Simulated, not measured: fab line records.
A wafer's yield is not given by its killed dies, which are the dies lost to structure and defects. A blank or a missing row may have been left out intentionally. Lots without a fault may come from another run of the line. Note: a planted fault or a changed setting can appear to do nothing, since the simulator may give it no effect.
A struck lot beside a sound one | flow berkeley-cmos170 | 15 out of 331 route steps
Sound: wafers L338.3, L338.4, L338.6. Wafers L347.1, L347.3, L347.5 were the ones struck. The cause is given at the end.
Each step with rows lists, per side, the tool, then ch with its chambers, then its first start. Under that, the readings that differ: sound wafers | struck wafers | difference of the means | sigmas: that difference in standard deviations of wafers without a fault.
alike: words and numbers the same on both sides, and readings whose means are apart by under 2 such deviations; not compared: readings that were withheld, readings missing a value for some wafer, numbers with overlapping values and no deviation given by the record, and bounds like >300 which may hide the same value.
Wherever a step has rows on one side only, a row that says differs or no value, or a row with sigmas, the two part there. Non-overlapping numbers with no deviation appear without sigmas and do not part them. Lack of a reading on every wafer of one side parts them only where that side has two or more wafers.

UCB170_V2_CMP_02: polishes SiO2.
  sound on cmp-01 ch 1,3, day 7 13:32; struck on cmp-02 ch 0,2,3, day 9 10:40
  alike: motor-current-A
UCB170_V2_BOW_MEAS_03:
  sound: film-metro-03 at day 7 13:50; struck: film-metro-01 at day 9 10:58
  alike: V2_BOW
UCB170_V2_THK_MEAS_04:
  sound: film-metro-03 at day 7 13:56; struck: film-metro-01 at day 9 11:05
  alike: V2_POLISHED_THK
then, 7 steps without rows for these wafers: UCB170_V2_CLEAN_05 (cleans in DIW); UCB170_V2_HMDS_06 (prime time 60 s); UCB170_V2_COAT_07 (resist thk 900 nm); UCB170_V2_SOFTBAKE_08 (time 60 s); UCB170_V2_EXPOSE_09 (exposes mask VIA2, target cd 700 nm); UCB170_V2_PEB_10; UCB170_V2_DEVELOP_11 (develop time 45 s).
UCB170_V2_CD_MEAS_12: target cd 700 nm.
  sound: cd-sem-01 at day 7 15:17; struck: cd-sem-02 at day 9 12:28
  alike: cd-nm
UCB170_V2_OVL_MEAS_13:
  sound: overlay-02 at day 7 15:23; struck: overlay-01 at day 9 12:35
  alike: V2_OVL
UCB170_V2_ETCH_14: etches SiO2 in CHF3/CF4/Ar, stops on Al, target depth 1250 nm, time 291 s.
  sound on rie-diel-04 ch 0,2,3, day 7 15:25; struck on rie-diel-04 ch 1,3, day 9 12:38
  reading                             | sound             | struck            | difference | sigmas
  oes-product-au (a.u.)               | 0.849 0.878 0.850 | 0.989 0.967 0.992 | +0.124     | +10
  model.KrF_of_V2_COAT_07.thk-nm (nm) | 614.3 618 612.5   | 670.4 671.4 671.1 | +56.0      |
  model.etch.depth-nm (nm)            | 1001 1000 999.3   | 980.4 975 976.8   | -22.7      |
  model.V2.feature-depth-nm (nm)      | 1001 1000 999.3   | 980.4 975 976.8   | -22.7      |
  alike: drypump-motor-current-A, throttle-valve-pct
  not compared: rf-hours-counter-h
UCB170_V2_STRIP_15: strips in O2.
  sound on plasma-asher-04 ch 0,1, day 7 15:37; struck on plasma-asher-04 ch 0,1, day 9 12:48
  reading                      | sound             | struck            | difference | sigmas
  strip-time-to-endpoint-s (s) | 15.41 15.49 15.38 | 16.68 16.72 16.69 | +1.27      | +12
  alike: drypump-motor-current-A, oes-product-au
  not compared: rf-hours-counter-h
UCB170_V2_CD_MEAS_90: target cd 700 nm.
  sound: cd-sem-01 at day 7 15:44; struck: cd-sem-02 at day 9 12:54
  alike: cd-nm

## WHERE THEY PART
Last at UCB170_V2_STRIP_15 as far as this record goes, first at UCB170_V2_ETCH_14. Later steps at which nothing parts them and some readings are alike: UCB170_V2_CD_MEAS_90.

WHY: the cause the simulator had injected
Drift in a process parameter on rie-diel-04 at UCB170_V2_ETCH_14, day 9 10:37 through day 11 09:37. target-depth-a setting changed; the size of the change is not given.
